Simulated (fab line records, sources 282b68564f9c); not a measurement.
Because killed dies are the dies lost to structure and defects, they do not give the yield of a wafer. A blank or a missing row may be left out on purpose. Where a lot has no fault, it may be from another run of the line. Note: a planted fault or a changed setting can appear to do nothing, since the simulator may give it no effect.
A struck lot beside a sound one | flow ritCmos | 20 out of 202 route steps
Sound: wafers L149.2, L149.3, L149.5. Wafers L155.2, L155.3, L155.5 were the ones struck. At the end, the cause is stated.
Each step with rows lists, per side, the tool, then ch with its chambers, then its first start. Under that, the readings that differ: sound wafers | struck wafers | difference of the means | sigmas: that difference in standard deviations of wafers without a fault.
alike: readings with means less than 2 such deviations apart, plus words and numbers identical on both sides. not compared: withheld readings, readings lacking a value on some wafer, bounds such as >300 that could conceal the same value, and numbers that have no deviation in the record and whose values overlap.
The two part at a step that has a row with sigmas, a row that says differs or no value, or rows on one side only. Numbers that don't overlap but have no deviation are shown without sigmas and don't part them. A reading missing from all wafers of one side parts the sides only when that side holds two or more wafers.

RIT_CONTACT_CD_MEAS_08 targets a cd of 1000 nm.
  struck on cdSem-01, day 5 16:31; sound on cdSem-01, day 4 09:42
  alike: cdNm
RIT_CONTACT_OVL_MEAS_09:
  struck on overlay-01, day 5 16:38; sound on overlay-02, day 4 09:49
  alike: CONTACT_OVL
then, 1 step without rows for these wafers: RIT_CONTACT_HARDBAKE_10 (time 60 s).
RIT_CONTACT_ETCH_11: etches SiO2 in CHF3/CF4/Ar, stops on TiSi2, target depth 480 nm, time 320 s.
  sound on rieDiel-01 ch 0,1, day 4 09:59; struck on rieDiel-02 ch 0,1,2, day 5 16:49
  alike: CHF3_flow_sccm, drypumpMotorCurrentA, oesProductAu, rfFwdPowerW, throttleValvePct
  not compared: rfHoursCounterH
RIT_CONTACT_STRIP_12: strips in O2, time 180 s.
  sound on plasmaAsher-02 ch 0,1, day 4 10:11; struck on plasmaAsher-02 ch 0, day 5 17:00
  alike: drypumpMotorCurrentA
  not compared: rfHoursCounterH
RIT_CONTACT_CD_MEAS_90 targets a cd of 1000 nm.
  struck on cdSem-01, day 5 17:12; sound on cdSem-02, day 4 10:23
  alike: cdNm
then, 2 steps without rows for these wafers: RIT_CONTACT_CLEAN_13 (cleans in SC1, time 600 s); RIT_CONTACT_CLEAN_14 (cleans in SC2, time 600 s).
RIT_M1_SPUTTER_00: material Al, target thk 400 nm, time 500 s.
  struck on pvdSputter-02, day 5 17:40; sound on pvdSputter-02, day 4 10:50
  alike: throttleValvePct
RIT_M1_RS_MEAS_01: the measuring method here is four-point-probe.
  struck on filmMetro-04, day 5 17:59; sound on filmMetro-03, day 4 11:10
  alike: M1_AL_RS
RIT_M1_THK_MEAS_02: measures by xrf.
  struck on filmMetro-04, day 5 18:05; sound on filmMetro-03, day 4 11:16
  alike: M1_AL_THK
then, 1 step without rows for these wafers: RIT_M1_HMDS_03 (prime time 60 s).
RIT_M1_COAT_04: resist thk 1300 nm.
  struck on lithoTrack-02, day 5 18:19; sound on lithoTrack-01 ch 0, day 4 11:29
  no value came back on the struck wafers for chillPlateTempC (C), dispensePressureKPa (kPa), exhaustPa (Pa); on the sound wafers chillPlateTempC (C) reads 22.90 23.01 22.95
then, 4 steps without rows for these wafers: RIT_M1_SOFTBAKE_05 (time 60 s); RIT_M1_EXPOSE_06 (exposes mask M12, target cd 2600 nm); RIT_M1_PEB_07; RIT_M1_DEVELOP_08 (develop time 68 s).
RIT_M1_CD_MEAS_09 targets a cd of 2600 nm.
  struck on cdSem-02, day 5 19:16; sound on cdSem-01, day 4 12:20
reading   | sound                | struck | difference                    | sigmas
cdNm (nm) | 2605.7 2602.8 2601.4 | - - -  | no value on the struck wafers | 
RIT_M1_OVL_MEAS_10:
  struck on overlay-01, day 5 19:22; sound on overlay-02, day 4 12:27
reading     | sound       | struck | difference                    | sigmas
M1_OVL (nm) | 0.6 0.2 0.8 | - - -  | no value on the struck wafers | 
RIT_M1_PROBE_99:
  struck on prober-02, day 5 22:43; sound on prober-02, day 4 15:29
reading                 | sound             | struck                                                            | difference                   | sigmas
hold                    | - - -             | awaitDispo/3.5h/scrap awaitDispo/3.5h/scrap awaitDispo/3.5h/scrap | no value on the sound wafers | 
defectLimitedYield (%)  | 98.1 97.0 98.9    | 0 0 0                                                             | -98                          | -89
killed_at_M0_to_M3      | 0 0 0             | 258 260 252                                                       | +257                         | +99 or more
killedDies              | 5 8 3             | 264 264 264                                                       | +259                         | +86
killedOnRim             | 1 2 0             | 70 70 70                                                          | +69                          | +49
sort_bin_5_function (%) | 1.5 2.3 0.4       | 99.6 100.0 98.1                                                   | +97.8                        | +99 or more
sortNPass               | 259.0 256.0 261.0 | 0 0 0                                                             | -259                         | -86
sortYieldPct (%)        | 98.1 97.0 98.9    | 0 0 0                                                             | -98                          | -89
  alike: killedAtContacts, killedAtFrontEnd, killedOpen, killedShort, sort_bin_3_pad_short, sort_bin_6_memory

WHERE THEY PART
Earliest at RIT_M1_COAT_04; latest, in this record, at RIT_M1_PROBE_99.

WHY: the cause the simulator had injected
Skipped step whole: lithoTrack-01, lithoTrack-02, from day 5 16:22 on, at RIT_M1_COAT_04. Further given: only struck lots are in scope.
